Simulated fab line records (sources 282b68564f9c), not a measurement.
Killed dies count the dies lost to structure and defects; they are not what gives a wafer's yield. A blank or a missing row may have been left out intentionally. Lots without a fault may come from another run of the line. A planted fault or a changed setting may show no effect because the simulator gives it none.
Chamber matching	flow rit_cmos	RIT_GATE_ETCH_19 on rie_si-02 has 4 sister chambers
The step etches poly-Si in SF6/CHF3/O2, stops on SiO2, time 165 s, target depth 312.5 nm. 8 wafers are shown with their chamber, then 7 later ones without.

WAFERS, EACH WITH ITS CHAMBER
wafer	chamber	drypump_motor_current_A (A)	throttle_valve_pct (%)
L599.5	2	5.6	10.03
L611.3	1	5.9	10.08
L611.4	2	5.5	10.03
L613.1	3	5.6	10.16
L613.5	0	6.7	10.08
L613.6	1	5.9	10.09
L615.2	3	5.6	10.15
L615.3	0	6.7	10.07

WAFERS WHOSE CHAMBER IS MISSING
wafer	drypump_motor_current_A (A)	throttle_valve_pct (%)
L615.6	5.6	10.03
L617.1	5.9	10.08
L617.2	6.7	10.07
L617.4	5.6	10.15
L619.3	6.7	10.09
L619.5	6.7	10.10
L619.6	5.9	10.08

CHAMBER TAKEN BY EACH
wafer	from the rows above	in truth
L615.6	2	2
L617.1	1	1
L617.2	0	0
L617.4	3	3
L619.3	0	0
L619.5	0	0
L619.6	1	1
Correct placement for 7 of the 7. Left unplaced by these rows: 0. Wrongly placed: 0.
How it was worked out, from the rows above alone: a wafer's distance from a chamber is the root of the sum, over the readings, of the square of ((its reading less the chamber's mean) divided by the reading's scatter). The wafer belongs to the nearest chamber; if the next one is less than 2 further off, it can't be placed. For every chamber, the mean is computed from those of its wafers that are shown. The scatter: the root of (the sum of the squares of (reading less its chamber's mean) over the shown wafers, divided by (wafers less chambers)).
